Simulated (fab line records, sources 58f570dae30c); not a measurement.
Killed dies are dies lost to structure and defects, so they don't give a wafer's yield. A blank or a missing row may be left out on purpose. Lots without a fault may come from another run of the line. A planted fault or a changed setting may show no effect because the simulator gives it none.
fab line records | flow berkeley_cmos170
record lots=5 wafers=15 last_day=13
route steps=331 shown ACTIVE@63 PFIELD@79 FIELD@89
lots that met no fault: from a run of the same line without faults
start_h: hours from the record's first day to the start of the lot's first wafer shown | wait_h: hours since the lot's step before | " the same as in the row above | L1.1+2: a row that stands for several wafers | - no value, or no start given | * or withheld: withheld | < > ~ a bound
route shown NAME@n: a module of which the file shows steps, and the number in the route of the first | usual: mean/standard deviation of fault-free wafers | same: alike in all rows | chamber/n: place in a boat | sites: the reading at each site | _std_site: their standard deviation | _edge_site: outer sites' mean less inner sites' | radius_mm: how far each site lies from the wafer's centre | mask NAME#n: copy n | behind: the tool/chamber that last shaped the wafer | hold: why the lot was held/for how many hours/how that ended | device: the transistor (n, p or np) that didn't switch | end of line: the same wafers' tests at the end of the route | a step without rows: its recipe alone | killed: dies lost to structure and defects at the first sort, not the wafer's yield | map: a wafer's dies, x killed, . not, _ none there
set.NAME: the setting as run; set.NAME@STEP: as run at that earlier step | model.NAME: the simulator's own value behind a step, which no gauge read
lots at some steps of the route; a table a step, a row a wafer
services: from which hour (start_h, from the record's first day; less than 0 if before it) a tool's chamber was out of use, for how many hours, and why
## steps
# step UCB170_ACTIVE_THK_MEAS_03
# recipe reads=SiO2_of_ACTIVE_OXIDATION_02
# usual ACTIVE_OXIDE_THK=26.4/0.4
# columns lot.wafer tool chamber start_h wait_h ACTIVE_OXIDE_THK[nm]
L074.1 film_metro-04 - 87.67 0.0 26.6
L074.3 " - " " 26.2
L074.4 " - " " 27.0
L078.2 film_metro-04 - 104.21 0.0 26.8
L078.3 " - " " 26.8
L078.6 " - " " 26.8
L084.2 film_metro-04 - 135.29 0.0 26.7
L084.3 " - " " 26.4
L084.4 " - " " 27.0
L083.4 film_metro-01 - 148.10 0.0 26.5
L083.5 " - " " 26.7
L083.6 " - " " 26.3
L093.1 film_metro-01 - 184.96 0.1 26.0
L093.4 " - " " 25.9
L093.6 " - " " 26.3
# step UCB170_ACTIVE_ANNEAL_04
# recipe temp_c=1000 time_s=900 ambient=N2
# same time_s=900
# columns lot.wafer tool chamber start_h wait_h
L074.1+3+4 furnace-01 0 90.67 3.0
L078.2+3+6 furnace-02 0 109.16 4.9
L084.2+3+4 furnace-01 0 139.97 4.7
L083.4+5+6 furnace-04 0 154.85 6.7
L093.1+4+6 furnace-04 0 190.50 5.5
# step UCB170_ACTIVE_CVD_05
# recipe material=Si3N4 target_thk_nm=220 temp_c=800 precursor=SiH2Cl2/NH3 time_s=3300 pressure_mtorr=200 sih2cl2_flow_sccm=25 nh3_flow_sccm=75
# usual pressure_mtorr=200.0/0.43
# same time_s=3300
# columns lot.wafer tool chamber start_h wait_h pressure_mtorr
L074.1 lpcvd-01 0 91.92 0.0 199.7
L074.3 " 0 " " 200.4
L074.4 " 0 " " 200.9
L078.2 lpcvd-01 0 110.41 0.0 200.1
L078.3 " 0 " " 199.8
L078.6 " 0 " " 200.4
L084.2 lpcvd-02 0 141.22 0.0 200.2
L084.3 " 0 " " 199.7
L084.4 " 0 " " 199.2
L083.4 lpcvd-01 1 156.10 0.0 200.3
L083.5 " 1 " " 199.7
L083.6 " 1 " " 200.5
L093.1 lpcvd-01 1 193.66 1.9 199.9
L093.4 " 1 " " 199.7
L093.6 " 1 " " 200.3
# step UCB170_ACTIVE_THK_MEAS_06
# recipe reads=Si3N4_of_ACTIVE_CVD_05
# usual ACTIVE_NITRIDE_THK=219.8/1.8
# columns lot.wafer tool chamber start_h wait_h ACTIVE_NITRIDE_THK[nm]
L074.1 film_metro-04 - 94.79 0.0 217.5
L074.3 " - " " 219.4
L074.4 " - " " 216.9
L078.2 film_metro-03 - 114.74 0.0 219.7
L078.3 " - " " 222.1
L078.6 " - " " 221.3
L084.2 film_metro-01 - 143.21 0.1 219.9
L084.3 " - " " 219.7
L084.4 " - " " 220.8
L083.4 film_metro-01 - 159.02 0.0 218.6
L083.5 " - " " 219.0
L083.6 " - " " 219.4
L093.1 film_metro-01 - 196.60 0.1 219.9
L093.4 " - " " 218.3
L093.6 " - " " 221.9
# step UCB170_ACTIVE_HMDS_07
# recipe prime_time_s=60 prime_temp_c=100
# usual chill_plate_temp_C=22.99/0.1
# columns lot.wafer tool chamber start_h wait_h chill_plate_temp_C
L074.1 litho_track-03 0 94.85 0.1 22.96
L074.3 " 0 " " 22.98
L074.4 " 0 " " 22.93
L078.2 litho_track-02 0 114.88 0.1 22.86
L078.3 " 0 " " 22.84
L078.6 " 0 " " 22.89
L084.2 litho_track-02 0 143.28 0.1 23.05
L084.3 " 0 " " 23.00
L084.4 " 0 " " 23.17
L083.4 litho_track-03 0 159.50 0.5 23.07
L083.5 " 0 " " 22.85
L083.6 " 0 " " 22.99
L093.1 litho_track-04 0 197.05 0.4 22.98
L093.4 " 0 " " 23.06
L093.6 " 0 " " 23.05
# step UCB170_ACTIVE_COAT_08
# recipe resist=KrF spin_rpm=1500 resist_thk_nm=900
# usual chill_plate_temp_C=22.98/0.093
# columns lot.wafer tool chamber start_h wait_h chill_plate_temp_C
L074.1 litho_track-03 0 95.00 0.1 22.94
L074.3 " 0 " " 22.95
L074.4 " 0 " " 22.89
L078.2 litho_track-02 0 115.03 0.1 23.02
L078.3 " 0 " " 23.09
L078.6 " 0 " " 23.03
L084.2 litho_track-02 0 143.43 0.1 22.99
L084.3 " 0 " " 23.06
L084.4 " 0 " " 22.99
L083.4 litho_track-03 0 159.65 0.1 22.92
L083.5 " 0 " " 22.83
L083.6 " 0 " " 23.13
L093.1 litho_track-04 0 197.20 0.1 22.97
L093.4 " 0 " " 22.91
L093.6 " 0 " " 22.93
# step UCB170_ACTIVE_SOFTBAKE_09
# recipe resist=KrF temp_c=130 time_s=60
# usual chill_plate_temp_C=23.00/0.1
# same time_s=60
# columns lot.wafer tool chamber start_h wait_h chill_plate_temp_C
L074.1 litho_track-03 0 95.15 0.1 22.97
L074.3 " 0 " " 23.05
L074.4 " 0 " " 23.02
L078.2 litho_track-02 0 115.18 0.1 23.07
L078.3 " 0 " " 23.00
L078.6 " 0 " " 22.84
L084.2 litho_track-02 0 143.58 0.1 23.08
L084.3 " 0 " " 22.87
L084.4 " 0 " " 23.08
L083.4 litho_track-03 0 159.80 0.1 22.99
L083.5 " 0 " " 23.09
L083.6 " 0 " " 22.92
L093.1 litho_track-04 0 197.35 0.1 23.04
L093.4 " 0 " " 22.97
L093.6 " 0 " " 23.06
# step UCB170_ACTIVE_EXPOSE_10
# recipe mask_id=ACTIVE target_cd_nm=1200 na=0.5 sigma_outer=0.6 source_shape=conventional dose_mj=20
# columns lot.wafer tool chamber start_h wait_h mask
L074.1+3+4 krf_scanner-02 0 95.43 0.2 ACTIVE#0
L078.2+3+6 krf_scanner-02 0 115.45 0.2 ACTIVE#0
L084.2+3+4 krf_scanner-02 0 144.16 0.6 ACTIVE#0
L083.4+5+6 krf_scanner-02 0 160.25 0.4 ACTIVE#0
L093.1+4+6 krf_scanner-01 0 197.77 0.4 ACTIVE#0
# step UCB170_ACTIVE_PEB_11
# recipe peb_temp_c=130 peb_time_s=withheld resist=KrF
# usual chill_plate_temp_C=22.99/0.12
# columns lot.wafer tool chamber start_h wait_h chill_plate_temp_C
L074.1 litho_track-02 0 95.55 0.1 23.15
L074.3 " 0 " " 23.11
L074.4 " 0 " " 23.18
L078.2 litho_track-04 0 115.67 0.2 22.71
L078.3 " 0 " " 22.90
L078.6 " 0 " " 23.02
L084.2 litho_track-04 0 144.29 0.1 22.96
L084.3 " 0 " " 22.99
L084.4 " 0 " " 22.87
L083.4 litho_track-04 0 161.04 0.8 23.18
L083.5 " 0 " " 23.07
L083.6 " 0 " " 23.03
L093.1 litho_track-04 0 197.95 0.2 22.82
L093.4 " 0 " " 22.84
L093.6 " 0 " " 22.77
# step UCB170_ACTIVE_DEVELOP_12
# recipe developer=TMAH develop_time_s=45 resist=KrF dev_temp_c=21
# usual chill_plate_temp_C=23.00/0.1
# columns lot.wafer tool chamber start_h wait_h chill_plate_temp_C
L074.1 litho_track-02 0 - - 22.86
L074.3 " 0 " " 22.95
L074.4 " 0 " " 23.16
L078.2 litho_track-04 0 - - 22.98
L078.3 " 0 " " 23.06
L078.6 " 0 " " 22.98
L084.2 litho_track-04 0 - - 23.14
L084.3 " 0 " " 23.10
L084.4 " 0 " " 23.03
L083.4 litho_track-04 0 - - 23.13
L083.5 " 0 " " 22.88
L083.6 " 0 " " 23.11
L093.1 litho_track-04 0 - - 22.79
L093.4 " 0 " " 22.85
L093.6 " 0 " " 22.80
# step UCB170_ACTIVE_CD_MEAS_13
# recipe target_cd_nm=1200
# usual cd_nm=1199.6/1.5
# columns lot.wafer tool chamber start_h wait_h cd_nm
L074.1 cd_sem-01 - 95.82 - 1197.6
L074.3 " - " " 1199.4
L074.4 " - " " 1198.3
L078.2 cd_sem-02 - 116.00 - 1198.9
L078.3 " - " " 1197.7
L078.6 " - " " 1199.1
L084.2 cd_sem-02 - 144.56 - 1197.0
L084.3 " - " " 1199.6
L084.4 " - " " 1199.2
L083.4 cd_sem-01 - 161.30 - 1201.6
L083.5 " - " " 1200.8
L083.6 " - " " 1202.5
L093.1 cd_sem-01 - 198.25 - 1201.3
L093.4 " - " " 1200.6
L093.6 " - " " 1201.2
# step UCB170_ACTIVE_OVL_MEAS_14
# usual ACTIVE_OVL=0/5.1
# columns lot.wafer tool chamber start_h wait_h ACTIVE_OVL[nm]
L074.1 overlay-02 - 95.94 0.1 -2
L074.3 " - " " -2
L074.4 " - " " -5
L078.2 overlay-02 - 116.10 0.1 -7
L078.3 " - " " 3
L078.6 " - " " -3
L084.2 overlay-01 - 144.67 0.1 -7
L084.3 " - " " -6
L084.4 " - " " -2
L083.4 overlay-02 - 161.37 0.1 -2
L083.5 " - " " -4
L083.6 " - " " -5
L093.1 overlay-01 - 198.37 0.1 5
L093.4 " - " " 1
L093.6 " - " " -3
# step UCB170_ACTIVE_ETCH_15
# recipe chemistry=CH3F/Ar/O2 target=Si3N4 stop_on=SiO2 CH3F_flow_sccm=20 Ar_flow_sccm=50 O2_flow_sccm=7 pressure_mtorr=50 rf_w=450 target_depth_a=2420 over_etch_frac=0.1 time_s=151
# usual drypump_motor_current_A=5.7/0.38 oes_product_au=0.942/0.017 throttle_valve_pct=8.03/0.1
# same time_s=151
# columns lot.wafer tool chamber start_h wait_h drypump_motor_current_A oes_product_au rf_hours_counter_h throttle_valve_pct
L074.1 rie_diel-03 2 95.98 0.0 5.8 0.958 11 8.02
L074.3 " 3 " " 5.9 0.921 3 8.10
L074.4 " 1 " " 5.8 0.901 11 8.10
L078.2 rie_diel-03 3 116.13 0.0 5.9 0.917 4 8.09
L078.3 " 2 " " 5.8 0.961 11 8.02
L078.6 " 1 " " 5.8 0.911 - 8.10
L084.2 rie_diel-02 1 144.70 0.0 5.7 0.935 67 8.17
L084.3 " 2 " " 4.7 0.954 21 7.92
L084.4 " 3 " " 5.8 0.961 110 8.01
L083.4 rie_diel-03 2 161.39 0.0 5.7 0.964 13 8.04
L083.5 " 3 " " 5.9 0.917 - 8.09
L083.6 " 2 " " 5.8 0.955 - 8.03
L093.1 rie_diel-03 2 198.41 0.0 5.8 0.963 15 8.03
L093.4 " 3 " " 5.9 0.920 8 8.08
L093.6 " 2 " " 5.8 0.969 - 8.04
# step UCB170_ACTIVE_STRIP_16
# recipe chemistry=O2 power_w=400 pressure_mtorr=3500 platen_temp_c=withheld o2_flow_sccm=400 overash_fraction=0.5
# usual drypump_motor_current_A=5.56/0.13 oes_product_au=0.721/0.0049 strip_time_to_endpoint_s=18.10/0.058
# columns lot.wafer tool chamber start_h wait_h drypump_motor_current_A oes_product_au rf_hours_counter_h strip_time_to_endpoint_s
L074.1 plasma_asher-04 1 96.08 0.1 5.63 0.721 35 18.13
L074.3 " 1 " " 5.63 0.721 - 18.10
L074.4 " 0 " " 5.38 0.725 - 18.14
L078.2 plasma_asher-03 1 116.28 0.1 5.64 0.712 27 18.12
L078.3 " 1 " " 5.64 0.720 - 18.06
L078.6 " 0 " " 5.42 0.720 - 18.11
L084.2 plasma_asher-01 1 144.80 0.1 5.75 0.716 45 18.08
L084.3 " 0 " " 5.49 0.731 - 18.03
L084.4 " 1 " " 5.75 0.727 - 18.06
L083.4 plasma_asher-01 1 161.53 0.1 5.75 0.730 - 18.23
L083.5 " 1 " " 5.76 0.724 - 18.13
L083.6 " 0 " " 5.48 0.713 - 18.20
L093.1 plasma_asher-01 0 198.51 0.1 5.48 0.723 54 18.16
L093.4 " 1 " " 5.75 0.721 - 18.05
L093.6 " 0 " " 5.49 0.712 - 18.17
# step UCB170_ACTIVE_CD_MEAS_90
# recipe target_cd_nm=1200
# usual cd_nm=1199.6/1.5
# columns lot.wafer tool chamber start_h wait_h cd_nm
L074.1 cd_sem-02 - 96.18 0.1 1197.5
L074.3 " - " " 1199.1
L074.4 " - " " 1198.4
L078.2 cd_sem-02 - 116.40 0.1 1199.1
L078.3 " - " " 1197.9
L078.6 " - " " 1198.8
L084.2 cd_sem-01 - 144.92 0.1 1197.1
L084.3 " - " " 1199.1
L084.4 " - " " 1199.7
L083.4 cd_sem-02 - 161.66 0.1 1202.2
L083.5 " - " " 1200.9
L083.6 " - " " 1202.0
L093.1 cd_sem-02 - 198.65 0.1 1201.2
L093.4 " - " " 1200.7
L093.6 " - " " 1201.2
# step UCB170_ACTIVE_CLEAN_17
# recipe chemistry=SPM temp_c=120 time_s=600
# same time_s=600
# columns lot.wafer tool chamber start_h wait_h
L074.1+3+4 wet_bench-03 3 98.41 2.2
L078.2+3+6 wet_bench-02 2 117.34 0.9
L084.2+3+4 wet_bench-03 0 145.11 0.2
L083.4+5+6 wet_bench-01 3 164.16 2.5
L093.1+4+6 wet_bench-03 3 198.78 0.1
# step UCB170_PFIELD_HMDS_00
# recipe prime_time_s=60 prime_temp_c=100
# usual chill_plate_temp_C=22.98/0.11
# columns lot.wafer tool chamber start_h wait_h chill_plate_temp_C
L074.1 litho_track-01 0 98.78 0.2 23.11
L074.3 " 0 " " 23.09
L074.4 " 0 " " 23.10
L078.2 litho_track-04 0 118.15 0.6 23.06
L078.3 " 0 " " 23.04
L078.6 " 0 " " 23.02
L084.2 litho_track-01 0 145.46 0.2 23.00
L084.3 " 0 " " 23.03
L084.4 " 0 " " 22.94
L083.4 litho_track-04 0 164.42 0.1 22.90
L083.5 " 0 " " 23.00
L083.6 " 0 " " 23.07
L093.1 litho_track-01 0 199.15 0.2 23.05
L093.4 " 0 " " 22.86
L093.6 " 0 " " 22.97
# step UCB170_PFIELD_COAT_01
# recipe resist=KrF spin_rpm=1500 resist_thk_nm=900
# usual chill_plate_temp_C=22.98/0.12
# columns lot.wafer tool chamber start_h wait_h chill_plate_temp_C
L074.1 litho_track-01 0 98.93 0.1 22.93
L074.3 " 0 " " 22.92
L074.4 " 0 " " 23.18
L078.2 litho_track-04 0 118.30 0.1 22.92
L078.3 " 0 " " 22.86
L078.6 " 0 " " 22.80
L084.2 litho_track-01 0 145.61 0.1 23.08
L084.3 " 0 " " 22.99
L084.4 " 0 " " 23.08
L083.4 litho_track-04 0 164.57 0.1 22.81
L083.5 " 0 " " 22.75
L083.6 " 0 " " 22.94
L093.1 litho_track-01 0 199.30 0.1 23.15
L093.4 " 0 " " 23.15
L093.6 " 0 " " 23.13
# step UCB170_PFIELD_SOFTBAKE_02
# recipe resist=KrF temp_c=130 time_s=60
# usual chill_plate_temp_C=23.00/0.1
# same time_s=60
# columns lot.wafer tool chamber start_h wait_h chill_plate_temp_C
L074.1 litho_track-01 0 99.08 0.1 22.83
L074.3 " 0 " " 22.84
L074.4 " 0 " " 22.96
L078.2 litho_track-04 0 118.45 0.1 22.92
L078.3 " 0 " " 22.86
L078.6 " 0 " " 23.17
L084.2 litho_track-01 0 145.76 0.1 23.19
L084.3 " 0 " " 23.02
L084.4 " 0 " " 23.16
L083.4 litho_track-04 0 164.72 0.1 23.05
L083.5 " 0 " " 23.06
L083.6 " 0 " " 22.92
L093.1 litho_track-01 0 199.45 0.1 22.85
L093.4 " 0 " " 22.97
L093.6 " 0 " " 23.13
# step UCB170_PFIELD_EXPOSE_03
# recipe mask_id=PFIELD na=0.5 sigma_outer=0.6 source_shape=conventional target_cd_nm=1500 dose_mj=30
# columns lot.wafer tool chamber start_h wait_h mask
L074.1+3+4 krf_scanner-01 0 99.38 0.3 PFIELD#0
L078.2+3+6 krf_scanner-02 0 118.59 0.1 PFIELD#0
L084.2+3+4 krf_scanner-02 0 146.17 0.4 PFIELD#0
L083.4+5+6 krf_scanner-02 0 165.22 0.5 PFIELD#0
L093.1+4+6 krf_scanner-02 0 200.07 0.6 PFIELD#0
# step UCB170_PFIELD_PEB_04
# recipe peb_temp_c=130 peb_time_s=withheld resist=KrF
# usual chill_plate_temp_C=22.99/0.096
# columns lot.wafer tool chamber start_h wait_h chill_plate_temp_C
L074.1 litho_track-01 0 99.78 0.4 22.97
L074.3 " 0 " " 23.04
L074.4 " 0 " " 23.16
L078.2 litho_track-02 0 119.16 0.6 23.00
L078.3 " 0 " " 22.97
L078.6 " 0 " " 22.80
L084.2 litho_track-02 0 146.29 0.1 23.23
L084.3 " 0 " " 23.12
L084.4 " 0 " " 22.99
L083.4 litho_track-04 0 165.36 0.1 23.07
L083.5 " 0 " " 22.98
L083.6 " 0 " " 22.91
L093.1 litho_track-04 0 200.51 0.4 22.99
L093.4 " 0 " " 22.99
L093.6 " 0 " " 22.98
# step UCB170_PFIELD_DEVELOP_05
# recipe developer=TMAH develop_time_s=45 resist=KrF dev_temp_c=21
# usual chill_plate_temp_C=22.98/0.094
# columns lot.wafer tool chamber start_h wait_h chill_plate_temp_C
L074.1 litho_track-01 0 - - 23.08
L074.3 " 0 " " 22.76
L074.4 " 0 " " 22.85
L078.2 litho_track-02 0 - - 23.06
L078.3 " 0 " " 22.81
L078.6 " 0 " " 22.89
L084.2 litho_track-02 0 - - 23.14
L084.3 " 0 " " 23.15
L084.4 " 0 " " 23.01
L083.4 litho_track-04 0 - - 22.92
L083.5 " 0 " " 23.00
L083.6 " 0 " " 23.01
L093.1 litho_track-04 0 - - 22.98
L093.4 " 0 " " 23.05
L093.6 " 0 " " 23.09
# step UCB170_PFIELD_OVL_MEAS_06
# usual PFIELD_OVL=1/6.8
# columns lot.wafer tool chamber start_h wait_h PFIELD_OVL[nm]
L074.1 overlay-02 - 100.06 - 0
L074.3 " - " " 4
L074.4 " - " " 1
L078.2 overlay-01 - 119.42 - 1
L078.3 " - " " -3
L078.6 " - " " 3
L084.2 overlay-02 - 146.55 - 8
L084.3 " - " " 8
L084.4 " - " " 10
L083.4 overlay-01 - 165.57 - -9
L083.5 " - " " -15
L083.6 " - " " -1
L093.1 overlay-01 - 200.78 - 7
L093.4 " - " " 1
L093.6 " - " " -6
# step UCB170_PFIELD_IMPLANT_07
# recipe species=B dose_cm2=2e+13 energy_kev=80 tilt_deg=7
# columns lot.wafer tool chamber start_h wait_h
L074.1+3+4 implanter-02 0 100.09 0.0
L078.2+3+6 implanter-04 0 119.47 0.0
L084.2+3+4 implanter-03 0 146.60 0.0
L083.4+5+6 implanter-03 0 165.67 0.1
L093.1+4+6 implanter-02 0 200.82 0.0
# step UCB170_PFIELD_STRIP_08
# recipe chemistry=O2 power_w=400 pressure_mtorr=3500 platen_temp_c=withheld o2_flow_sccm=400 overash_fraction=0.5
# usual drypump_motor_current_A=5.7/0.51 oes_product_au=0.734/0.0044 strip_time_to_endpoint_s=21.63/0.057
# columns lot.wafer tool chamber start_h wait_h drypump_motor_current_A oes_product_au rf_hours_counter_h strip_time_to_endpoint_s
L074.1 plasma_asher-03 0 100.24 0.1 5.4 0.736 25 21.64
L074.3 " 0 " " 5.4 0.735 - 21.65
L074.4 " 1 " " 5.6 0.735 - 21.57
L078.2 plasma_asher-04 1 119.60 0.1 5.6 0.731 0 21.68
L078.3 " 1 " " 5.6 0.736 - 21.66
L078.6 " 0 " " 5.4 0.739 - 21.68
L084.2 plasma_asher-03 0 146.73 0.1 5.4 0.736 30 21.65
L084.3 " 0 " " 5.4 0.744 - 21.61
L084.4 " 1 " " 5.7 0.733 - 21.65
L083.4 plasma_asher-02 0 165.84 0.2 5.2 0.737 - 21.60
L083.5 " 0 " " 5.2 0.732 - 21.63
L083.6 " 1 " " 6.5 0.737 - 21.54
L093.1 plasma_asher-03 1 200.97 0.1 5.6 0.731 36 21.66
L093.4 " 0 " " 5.4 0.732 - 21.75
L093.6 " 1 " " 5.6 0.734 - 21.68
# step UCB170_PFIELD_TW_MEAS_09
# usual PFIELD_TW=596/6.1
# columns lot.wafer tool chamber start_h wait_h PFIELD_TW
L074.1 film_metro-02 - 100.34 0.1 598
L074.3 " - " " 594
L074.4 " - " " 595
L078.2 film_metro-02 - 119.71 0.1 595
L078.3 " - " " 595
L078.6 " - " " 595
L084.2 film_metro-02 - 146.84 0.1 594
L084.3 " - " " 591
L084.4 " - " " 597
L083.4 film_metro-02 - 165.94 0.1 595
L083.5 " - " " 594
L083.6 " - " " 594
L093.1 film_metro-01 - 201.07 0.1 606
L093.4 " - " " 608
L093.6 " - " " 611
# step UCB170_FIELD_CLEAN_00
# recipe chemistry=dHF dilution=25:1 time_s=7.5
# same time_s=7.5
# columns lot.wafer tool chamber start_h wait_h
L074.1+3+4 wet_bench-02 1 100.40 0.1
L078.2+3+6 wet_bench-04 3 119.78 0.1
L084.2+3+4 wet_bench-04 2 146.89 0.0
L083.4+5+6 wet_bench-01 2 165.97 0.0
L093.1+4+6 wet_bench-04 1 201.13 0.1
# step UCB170_FIELD_OXIDATION_01
# recipe temp_c=1000 ambient=H2O p_h2o_torr=584.62 target_thk_a=5583 ox_time_s=7200
# usual ox_temp_c=1000.0/0.43
# columns lot.wafer tool chamber start_h wait_h ox_temp_c
L074.1 furnace-02 0 103.56 3.1 999.7
L074.3 " 0 " " 1000.9
L074.4 " 0 " " 1001.1
L078.2 furnace-02 0 122.56 2.8 999.5
L078.3 " 0 " " 999.8
L078.6 " 0 " " 999.8
L084.2 furnace-02 0 150.81 3.9 1000.1
L084.3 " 0 " " 1000.2
L084.4 " 0 " " 1000.2
L083.4 furnace-01 0 169.97 4.0 999.6
L083.5 " 0 " " 1000.4
L083.6 " 0 " " 1000.1
L093.1 furnace-04 0 206.60 5.5 1000.3
L093.4 " 0 " " 999.9
L093.6 " 0 " " 999.7
# step UCB170_FIELD_THK_MEAS_02
# recipe reads=SiO2_of_FIELD_OXIDATION_01
# usual FIELD_OXIDE_THK=556/8.5
# columns lot.wafer tool chamber start_h wait_h FIELD_OXIDE_THK[nm]
L074.1 film_metro-02 - 106.56 0.0 560
L074.3 " - " " 561
L074.4 " - " " 553
L078.2 film_metro-04 - 125.57 0.0 564
L078.3 " - " " 556
L078.6 " - " " 560
L084.2 film_metro-04 - 153.82 0.0 555
L084.3 " - " " 552
L084.4 " - " " 543
L083.4 film_metro-03 - 173.00 0.0 573
L083.5 " - " " 566
L083.6 " - " " 574
L093.1 film_metro-04 - 209.62 0.0 550
L093.4 " - " " 546
L093.6 " - " " 557
# step UCB170_FIELD_ANNEAL_03
# recipe temp_c=1000 time_s=1200 ambient=N2
# same time_s=1200
# columns lot.wafer tool chamber start_h wait_h
L074.1+3+4 furnace-02 0 111.75 5.2
L078.2+3+6 furnace-01 0 128.64 3.1
L084.2+3+4 furnace-01 0 158.97 5.1
L083.4+5+6 furnace-02 0 177.78 4.8
L093.1+4+6 furnace-01 0 218.23 8.6
# step UCB170_FIELD_WET_ETCH_04
# recipe chemistry=dHF dilution=10:1 target=SiO2 temp_c=25 time_s=60
# same time_s=60
# columns lot.wafer tool chamber start_h wait_h
L074.1+3+4 wet_bench-04 0 113.08 0.0
L078.2+3+6 wet_bench-04 3 129.97 0.0
L084.2+3+4 wet_bench-04 3 160.30 0.0
L083.4+5+6 wet_bench-04 3 179.12 0.0
L093.1+4+6 wet_bench-04 0 219.57 0.0
# step UCB170_FIELD_WET_ETCH_05
# recipe chemistry=H3PO4 target=Si3N4 temp_c=160 time_s=12600
# same time_s=12600
# columns lot.wafer tool chamber start_h wait_h
L074.1+3+4 wet_bench-04 3 113.11 0.0
L078.2+3+6 wet_bench-01 2 129.99 0.0
L084.2+3+4 wet_bench-01 3 160.33 0.0
L083.4+5+6 wet_bench-04 1 179.14 0.0
L093.1+4+6 wet_bench-02 2 219.59 0.0
## services
# columns tool chamber start_h hours kind
krf_scanner-02 - 72.02 1.0 pm
krf_scanner-02 - 73.30 1.2 repair
plasma_asher-03 - 82.55 4.3 pm
implanter-02 - 86.51 4.7 repair
plasma_asher-03 - 90.33 4.0 repair
plasma_asher-04 - 108.75 9.0 pm
krf_scanner-01 - 118.79 1.0 pm
krf_scanner-02 - 121.60 3.6 pm
lpcvd-01 - 124.16 2.8 pm
implanter-03 - 126.08 4.3 repair
implanter-02 - 131.97 2.8 repair
plasma_asher-04 - 138.98 13.3 repair
furnace-01 - 141.22 3.3 pm
implanter-02 - 145.39 2.7 repair
plasma_asher-04 - 147.03 67.9 repair
furnace-01 - 152.15 2.8 pm
krf_scanner-02 - 152.57 0.8 pm
furnace-02 - 155.31 3.9 pm
plasma_asher-03 - 163.89 3.9 repair
plasma_asher-03 - 172.70 7.9 repair
krf_scanner-02 - 183.42 1.3 repair
furnace-01 - 200.19 16.5 pm
lpcvd-01 - 201.50 1.7 repair
furnace-02 - 216.65 11.4 pm
## key
fault none
